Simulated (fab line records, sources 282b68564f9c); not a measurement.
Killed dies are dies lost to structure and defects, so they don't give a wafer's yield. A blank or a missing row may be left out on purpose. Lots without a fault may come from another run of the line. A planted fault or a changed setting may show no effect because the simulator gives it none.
Which tool did it? | flow rit_cmos | 14 lots, 42 wafers sampled, at 1 step of a route of 202

WHAT THE GAUGES READ, wafer by wafer
The record holds no reading of a measuring or inspecting step that can be judged against a usual standard deviation.

WHICH TOOL RAN EACH LOT (tool, then ch and the chambers of the sampled wafers, then the start)
lot  | RIT_PRETRO_PEB_04
L391 | litho_track-03 ch 0, day 2 11:31
L393 | litho_track-03 ch 0, day 2 22:49
L394 | litho_track-02 ch 0, day 3 03:02
L399 | litho_track-02, day 4 03:24
L400 | litho_track-02, day 4 09:38
L403 | litho_track-02 ch 0, day 4 23:46
L404 | litho_track-02 ch 0, day 5 05:07
L406 | litho_track-03 ch 0, day 5 14:58
L408 | litho_track-02 ch 0, day 6 02:23
L409 | litho_track-01 ch 0, day 6 09:12
L410 | litho_track-02 ch 0, day 6 12:08
L411 | litho_track-02 ch 0, day 6 16:36
L412 | litho_track-01 ch 0, day 6 21:00
L413 | litho_track-01 ch 0, day 7 02:13
- RIT_PRETRO_PEB_04

WHAT THE TOOLS THEMSELVES READ (means of the sampled wafers that have a number; where no wafer has one, the mark that the record gives instead)
RIT_PRETRO_PEB_04.
lot  | tool           | exhaust_pa (Pa)
L391 | litho_track-03 | 45.5
L393 | litho_track-03 | 44.9
L394 | litho_track-02 | 44.7
L399 | litho_track-02 | -
L400 | litho_track-02 | -
L403 | litho_track-02 | 44.4
L404 | litho_track-02 | 45.5
L406 | litho_track-03 | 45.1
L408 | litho_track-02 | 44.4
L409 | litho_track-01 | 44.0
L410 | litho_track-02 | 45.0
L411 | litho_track-02 | 46.2
L412 | litho_track-01 | 43.8
L413 | litho_track-01 | 45.2

THE ANSWER, worked out from the rows above alone
Rule: what is usual is taken from the lots themselves. Put in order of their means at a reading, lots are off if they are a third of the lots or fewer, leave a main group of 4 or more, and stand apart from it by a gap of 3 or more times the standard deviation of the main group's means; of several such gaps the widest counts. A main group whose means are all the same, to the digits that the tables above print for the reading, isn't used. A lot without any number at a reading at which 4 lots or more have one is off too. The other lots that the step has rows for count as sound. The gauges are gone through in route order, then the tools' own readings, and for those a lot's mean is taken as printed above. The first step at which some lot is off is used, and at that step the reading that is off furthest; a lot without a number counts as furthest.
Off: L399, L400, at RIT_PRETRO_PEB_04 (exhaust_pa). Without a number there: L399, L400. The main group: mean 44.9 Pa, standard deviation 0.65.
A tool fits if, at that step or a process step before it, it ran every lot that is off, and no sound lot after the first of them. None of those tried fits.

WHAT THE SIMULATOR HAD PUT IN
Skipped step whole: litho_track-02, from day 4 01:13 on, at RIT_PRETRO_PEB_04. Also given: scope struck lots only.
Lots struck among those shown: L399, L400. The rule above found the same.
